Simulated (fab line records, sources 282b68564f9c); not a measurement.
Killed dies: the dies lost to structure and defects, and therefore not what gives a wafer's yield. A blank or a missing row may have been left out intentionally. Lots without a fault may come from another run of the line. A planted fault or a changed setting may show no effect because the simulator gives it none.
Which tool was responsible? / flow rit_cmos / route of 202 steps, sampled at 1 step: 15 lots, 45 wafers

## WHAT EACH GAUGE READ, for each wafer
The record lacks any reading of a measuring or inspecting step that a usual standard deviation could be used to judge.

## WHICH TOOL RAN EACH LOT (tool, then ch and the chambers of the sampled wafers, then the start)
lot=L356; RIT_PLDD_DEVELOP_05=litho_track-03 ch 0, day 2 18:00
lot=L357; RIT_PLDD_DEVELOP_05=litho_track-03 ch 0, day 3 01:00
lot=L358; RIT_PLDD_DEVELOP_05=litho_track-04 ch 0, day 3 06:00
lot=L359; RIT_PLDD_DEVELOP_05=litho_track-02 ch 0, day 3 10:00
lot=L361; RIT_PLDD_DEVELOP_05=litho_track-03 ch 0, day 3 23:00
lot=L362; RIT_PLDD_DEVELOP_05=litho_track-03 ch 0, day 4 02:00
lot=L363; RIT_PLDD_DEVELOP_05=litho_track-04 ch 0, day 4 10:00
lot=L364; RIT_PLDD_DEVELOP_05=litho_track-02 ch 0, day 4 12:00
lot=L370; RIT_PLDD_DEVELOP_05=litho_track-03, day 5 17:00
lot=L371; RIT_PLDD_DEVELOP_05=litho_track-04, day 5 21:00
lot=L372; RIT_PLDD_DEVELOP_05=litho_track-03, day 6 01:00
lot=L375; RIT_PLDD_DEVELOP_05=litho_track-04 ch 0, day 6 18:00
lot=L376; RIT_PLDD_DEVELOP_05=litho_track-04 ch 0, day 6 23:00
lot=L378; RIT_PLDD_DEVELOP_05=litho_track-03 ch 0, day 7 10:00
lot=L379; RIT_PLDD_DEVELOP_05=litho_track-03 ch 0, day 7 15:00
- RIT_PLDD_DEVELOP_05: develop time 50 s.

## AS READ BY THE TOOLS THEMSELVES (means over the sampled wafers that have a number; for cases with no such wafer, the mark the record gives instead)
RIT_PLDD_DEVELOP_05.
lot=L356; tool=litho_track-03; chill_plate_temp_C (C)=23.13
lot=L357; tool=litho_track-03; chill_plate_temp_C (C)=23.01
lot=L358; tool=litho_track-04; chill_plate_temp_C (C)=23.15
lot=L359; tool=litho_track-02; chill_plate_temp_C (C)=22.94
lot=L361; tool=litho_track-03; chill_plate_temp_C (C)=22.99
lot=L362; tool=litho_track-03; chill_plate_temp_C (C)=23.05
lot=L363; tool=litho_track-04; chill_plate_temp_C (C)=23.02
lot=L364; tool=litho_track-02; chill_plate_temp_C (C)=22.93
lot=L370; tool=litho_track-03; chill_plate_temp_C (C)=-
lot=L371; tool=litho_track-04; chill_plate_temp_C (C)=-
lot=L372; tool=litho_track-03; chill_plate_temp_C (C)=-
lot=L375; tool=litho_track-04; chill_plate_temp_C (C)=23.04
lot=L376; tool=litho_track-04; chill_plate_temp_C (C)=22.93
lot=L378; tool=litho_track-03; chill_plate_temp_C (C)=23.04
lot=L379; tool=litho_track-03; chill_plate_temp_C (C)=22.93

## THE ANSWER, worked out from the rows above alone
Rule: the lots themselves supply what counts as usual. The widest of any qualifying gaps counts: lots, ordered by their means at a reading, are off when they make up no more than a third of the lots, leave a main group of 4 or more, and stand apart from it by 3 or more times the standard deviation of that group's means. The tables above print the reading to a certain number of digits; a main group whose means all agree to those digits is not used. A lot without any number at a reading at which 4 lots or more have one is off too. Any other lot the step has rows for is counted as sound. Order of review: gauges by route order, followed by the tools' own readings, for which a lot's mean as printed above is used. At the first step where some lot is off, the reading lying furthest off is the one used; lots without a number count as furthest.
Off at RIT_PLDD_DEVELOP_05 (chill_plate_temp_C): L370, L371, L372. Without a number there: L370, L371, L372. For the main group the mean is 23.01 C and the standard deviation 0.072.
If a tool, at that step or one of the process steps before it, ran each lot that is off and ran no sound lot following the first of them, it fits. Not one of the candidates tried fits.

## WHAT THE SIMULATOR HAD PUT IN
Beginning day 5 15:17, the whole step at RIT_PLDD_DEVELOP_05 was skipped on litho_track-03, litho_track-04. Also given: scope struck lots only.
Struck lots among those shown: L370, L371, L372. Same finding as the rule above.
